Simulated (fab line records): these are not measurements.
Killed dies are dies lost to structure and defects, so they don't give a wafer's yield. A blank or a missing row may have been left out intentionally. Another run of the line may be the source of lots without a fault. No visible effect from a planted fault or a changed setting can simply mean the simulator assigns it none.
Which of the tools did it? ; flow berkeley-cmos170 ; Sampling: 14 lots, 42 wafers, 2 of 331 route steps

WHAT EACH GAUGE READ, for each wafer
UCB170_PFIELD_TW_MEAS_09.
lot;measured;on;PFIELD_TW
L934;day 4 13:39;film-metro-04;602 605 602
L935;day 4 16:49;film-metro-02;597 594 591
L936;day 4 20:05;film-metro-02;597 596 598
L937;day 5 03:39;film-metro-02;598 598 596
L939;day 5 18:47;film-metro-02;597 600 599
L942;day 6 13:47;film-metro-04;600 601 602
L944;day 6 18:08;film-metro-02;595 596 595
L948;day 7 06:35;film-metro-04;601 602 602
L951;day 8 01:50;film-metro-01;596 595 599
L952;day 8 02:14;film-metro-02;492 491 496 494 492 494
L953;day 8 12:02;film-metro-01;495 493 491 492 490 493
L956;day 8 18:40;film-metro-01;598 596 597
L955;day 8 19:07;film-metro-04;598 597 597
L957;day 8 19:13;film-metro-01;597 593 600

TOOL THAT RAN EACH LOT (tool first, then ch and the chambers of the sampled wafers, then the start)
lot;UCB170_PFIELD_IMPLANT_07
L934;implanter-04 ch 0, day 4 13:26
L935;implanter-03 ch 0, day 4 16:34
L936;implanter-02 ch 0, day 4 19:50
L937;implanter-03 ch 0, day 5 03:25
L939;implanter-02 ch 0, day 5 18:32
L942;implanter-04 ch 0, day 6 13:32
L944;implanter-04 ch 0, day 6 17:53
L948;implanter-02 ch 0, day 7 06:20
L951;implanter-04 ch 0, day 8 01:35
L952;implanter-03 ch 0, day 8 02:01
L953;implanter-03 ch 0, day 8 11:48
L956;implanter-02 ch 0, day 8 18:25
L955;implanter-02 ch 0, day 8 18:52
L957;implanter-04 ch 0, day 8 18:58
- UCB170_PFIELD_IMPLANT_07

AS READ BY THE TOOLS THEMSELVES (means over the sampled wafers that have a number; for cases with no such wafer, the mark the record gives instead)
UCB170_PFIELD_IMPLANT_07.
lot;tool;beam-energy-keV;beam-on-s (s);dose-ions-cm2;faraday-current-uA
L934;implanter-04;80.006;10.03;2e+13;63.2
L935;implanter-03;80.008;10.02;2e+13;63.5
L936;implanter-02;80.000;10.12;2e+13;62.8
L937;implanter-03;79.999;9.96;2e+13;63.9
L939;implanter-02;79.987;10.12;2e+13;62.6
L942;implanter-04;79.984;9.96;2e+13;63.8
L944;implanter-04;79.972;10.11;2e+13;62.8
L948;implanter-02;80.000;10.03;2e+13;63.3
L951;implanter-04;80.008;9.98;2e+13;63.6
L952;implanter-03;80.025;10.11;1e+13;33.4
L953;implanter-03;80.008;10.10;1e+13;33.7
L956;implanter-02;79.989;10.09;2e+13;62.8
L955;implanter-02;79.988;9.80;2e+13;64.6
L957;implanter-04;80.007;10.18;2e+13;62.3

THE ANSWER, worked out from the rows above alone
Rule: the lots themselves supply what counts as usual. Put in order of their means at a reading, lots are off if they are a third of the lots or fewer, leave a main group of 4 or more, and stand apart from it by a gap of 3 or more times the standard deviation of the main group's means; of several such gaps the widest counts. If all means in a main group match to the digits the tables above print for the reading, that group is not used. A lot without any number at a reading at which 4 lots or more have one is off too. Where the step has rows for the other lots, those lots are counted as sound. Order of review: gauges by route order, followed by the tools' own readings, for which a lot's mean as printed above is used. At the first step where some lot is off, the reading lying furthest off is the one used; lots without a number count as furthest.
Off: L952, L953, at UCB170_PFIELD_TW_MEAS_09 (PFIELD_TW). Main group: mean 598, sd 2.5.
If a tool, at a process step before that reading, ran all the lots that are off and no sound lot after the first of them, it fits. Not tried: the gauges at UCB170_PFIELD_TW_MEAS_09; whatever is off there is also off at UCB170_PFIELD_IMPLANT_07, on other tools, and gauge error can't account for it. One candidate fits, namely implanter-03 at UCB170_PFIELD_IMPLANT_07. A fault onset in the window from L937 (day 5 03:25, its last sound lot) to L952 (day 8 02:01, its first lot off) fits.
The tool's own readings at UCB170_PFIELD_IMPLANT_07 bear it out: on the lots that are off they differ by more than 5 times the standard deviation of the sound lots' means. dose-ions-cm2 reads 1e+13 there against 2e+13 on the sound lots; faraday-current-uA reads 33.5 there against 63.3 on the sound lots.

WHAT THE SIMULATOR HAD INSERTED
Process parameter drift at UCB170_PFIELD_IMPLANT_07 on implanter-03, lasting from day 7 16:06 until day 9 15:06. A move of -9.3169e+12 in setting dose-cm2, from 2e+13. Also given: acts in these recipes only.
Struck lots among those shown: L952, L953. The rule above found the same.
